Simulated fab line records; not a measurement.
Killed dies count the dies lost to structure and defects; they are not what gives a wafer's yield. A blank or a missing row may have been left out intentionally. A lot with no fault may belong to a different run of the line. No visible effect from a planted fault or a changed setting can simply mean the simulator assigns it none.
Which tool did it?    flow berkeleyCmos170    14 lots with 42 wafers sampled at 4 steps, on a route of 331 steps

WHAT THE GAUGES READ, wafer by wafer
UCB170_SCREENOX_THK_MEAS_02. Usual: for SCREENOX_OXIDE_THK the level is 14.53 nm and the standard deviation is 0.26.
lot   measured      on            SCREENOX_OXIDE_THK (nm)  flag
L472  day 5 11:11   filmMetro-01  14.28 14.28 14.17        
L476  day 5 21:52   filmMetro-01  14.08 14.33 14.62        
L479  day 6 09:13   filmMetro-02  14.68 14.81 14.62        
L482  day 7 03:39   filmMetro-01  14.37 14.81 14.85        
L484  day 7 03:40   filmMetro-02  14.68 14.81 14.81        
L485  day 7 03:40   filmMetro-03  14.83 14.81 14.93        
L483  day 7 04:49   filmMetro-02  14.59 14.40 14.39        
L486  day 8 01:07   filmMetro-03  14.56 14.38 14.35        
L488  day 8 01:08   filmMetro-01  14.52 14.79 14.61        
L491  day 9 02:26   filmMetro-01  14.24 14.03 14.08        
L490  day 9 02:28   filmMetro-02  14.59 14.59 14.63        
L494  day 9 11:31   filmMetro-01  14.27 14.42 14.16        
L495  day 10 00:41  filmMetro-03  14.78 14.96 15.06        
L493  day 10 00:42  filmMetro-01  14.27 14.24 14.23        

UCB170_GATE_THK_MEAS_05. Usual: for GATE_POLY_THK the level is 212.8 nm and the standard deviation is 2.3.
lot   measured      on            GATE_POLY_THK (nm)  flag
L472  day 6 02:56   filmMetro-02  211.7 211.5 212.2   
L476  day 6 13:28   filmMetro-03  215.7 215.7 214.6   
L479  day 7 02:04   filmMetro-02  213.1 213.9 213.1   
L482  day 7 19:08   filmMetro-02  208.8 209.1 212.2   
L484  day 7 19:05   filmMetro-02  210.1 211.4 211.2   
L485  day 7 19:12   filmMetro-04  215.4 215.1 215.0   
L483  day 7 19:08   filmMetro-04  214.8 214.7 214.9   
L486  day 8 18:31   filmMetro-02  211.0 209.0 209.5   
L488  day 8 18:32   filmMetro-04  213.2 211.7 212.4   
L491  day 9 22:21   filmMetro-03  213.9 214.9 214.6   
L490  day 9 22:22   filmMetro-04  215.3 217.3 218.1   
L494  day 10 08:53  filmMetro-03  211.5 214.5 211.2   
L495  day 10 19:10  filmMetro-02  212.8 209.0 211.3   
L493  day 10 19:10  filmMetro-04  214.8 214.3 215.0   

WHICH TOOL RAN EACH LOT (tool, then ch and the chambers of the sampled wafers, then the start)
lot   UCB170_NVT_IMPLANT_07            UCB170_PVT_STRIP_08
L472  implanter-04 ch 0, day 5 14:47   plasmaAsher-04 ch 0,1, day 5 18:10
L476  implanter-03 ch 0, day 6 02:59   plasmaAsher-03 ch 0,1, day 6 06:08
L479  implanter-04 ch 0, day 6 14:37   plasmaAsher-04 ch 0,1, day 6 17:19
L482  implanter-04 ch 0, day 7 07:56   plasmaAsher-03 ch 0,1, day 7 10:40
L484  implanter-04 ch 0, day 7 06:50   plasmaAsher-03 ch 0,1, day 7 09:53
L485  implanter-01 ch 0, day 7 07:56   plasmaAsher-04 ch 0, day 7 10:53
L483  implanter-04 ch 0, day 7 08:54   plasmaAsher-01 ch 0,1, day 7 11:09
L486  implanter-04 ch 0, day 8 04:45   plasmaAsher-03 ch 0,1, day 8 07:34
L488  implanter-01 ch 0, day 8 05:04   plasmaAsher-04 ch 0,1, day 8 08:29
L491  implanter-03 ch 0, day 9 09:43   plasmaAsher-04 ch 0,1, day 9 12:51
L490  implanter-01 ch 0, day 9 09:29   plasmaAsher-03 ch 0,1, day 9 11:40
L494  implanter-03 ch 0, day 9 16:29   plasmaAsher-01 ch 0,1, day 9 18:16
L495  implanter-01 ch 0, day 10 06:22  plasmaAsher-04 ch 0,1, day 10 08:39
L493  implanter-01 ch 0, day 10 06:50  plasmaAsher-04 ch 0,1, day 10 09:29
- UCB170_NVT_IMPLANT_07
- UCB170_PVT_STRIP_08: strips in O2.

AS READ BY THE TOOLS THEMSELVES (means over the sampled wafers that have a number; for cases with no such wafer, the mark the record gives instead)
UCB170_NVT_IMPLANT_07. Usual: faradayCurrentUA 9.54, standard deviation 0.19; tiltDeg 7.004 degrees, standard deviation 0.021.
lot   tool          faradayCurrentUA  tiltDeg (degrees)  flag
L472  implanter-04  9.51              7.002              
L476  implanter-03  9.58              7.031              
L479  implanter-04  9.58              7.022              
L482  implanter-04  9.54              7.006              
L484  implanter-04  9.44              7.006              
L485  implanter-01  9.68              6.993              
L483  implanter-04  9.48              5.061              OFF
L486  implanter-04  9.60              5.075              OFF
L488  implanter-01  9.49              7.034              
L491  implanter-03  9.63              7.030              
L490  implanter-01  9.57              6.998              
L494  implanter-03  9.51              7.001              
L495  implanter-01  9.74              7.015              
L493  implanter-01  9.52              6.986              

UCB170_PVT_STRIP_08. Usual: chamberPressureMTorr 3500 mTorr, standard deviation 3.1; drypumpMotorCurrentA 5.86 A, standard deviation 0.22; oesProductAu 0.735 a.u., standard deviation 0.0041; stripTimeToEndpointS 21.67 s, standard deviation 0.062.
lot   tool            chamberPressureMTorr (mTorr)  drypumpMotorCurrentA (A)  oesProductAu (a.u.)  stripTimeToEndpointS (s)  flag
L472  plasmaAsher-04  3501                          6.07                      0.734                21.71                     
L476  plasmaAsher-03  3502                          5.84                      0.730                21.62                     
L479  plasmaAsher-04  3500                          6.08                      0.733                21.66                     
L482  plasmaAsher-03  3499                          5.91                      0.738                21.55                     
L484  plasmaAsher-03  3499                          5.89                      0.734                21.70                     
L485  plasmaAsher-04  3501                          5.79                      0.736                21.72                     
L483  plasmaAsher-01  3502                          5.56                      0.735                21.72                     
L486  plasmaAsher-03  3503                          5.80                      0.737                21.66                     
L488  plasmaAsher-04  3503                          5.94                      0.735                21.67                     
L491  plasmaAsher-04  3503                          6.08                      0.735                21.71                     
L490  plasmaAsher-03  3498                          5.91                      0.736                21.69                     
L494  plasmaAsher-01  3499                          5.56                      0.731                21.71                     
L495  plasmaAsher-04  3500                          6.07                      0.737                21.74                     
L493  plasmaAsher-04  3501                          6.08                      0.736                21.64                     

THE ANSWER, worked out from the rows above alone
Rule: a lot counts as off when the mean over its wafers that have a number is more than 3 standard deviations away from the usual mean. Also off: a lot with no number at a reading for which 4 or more lots have one. The other lots that the step has rows for count as sound. After the gauges, taken in route order, come the tools' own readings; for these a lot's mean is taken, as printed above. At the first step where some lot is off, the reading lying furthest off is the one used; lots without a number count as furthest.
Off, at UCB170_NVT_IMPLANT_07 on tiltDeg: L483, L486.
A tool fits if, at that step or a process step before it, it ran every lot that is off, and no sound lot after the first of them. One fits: UCB170_NVT_IMPLANT_07 on implanter-04. A fault onset in the window from L482 (day 7 07:56, its last sound lot) to L483 (day 7 08:54, its first lot off) fits.
The tool's own readings at UCB170_NVT_IMPLANT_07 bear it out: on the lots that are off they differ by more than 5 times the standard deviation of the sound lots' means. tiltDeg reads 5.068 degrees there against 7.010 degrees on the sound lots.

WHAT WAS PUT IN BY THE SIMULATOR
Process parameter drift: implanter-04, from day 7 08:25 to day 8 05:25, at UCB170_NVT_IMPLANT_07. Setting tiltDeg shifted by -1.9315 from 7. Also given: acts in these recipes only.
Shown lots that were struck: L483, L486. The rule above found the same.
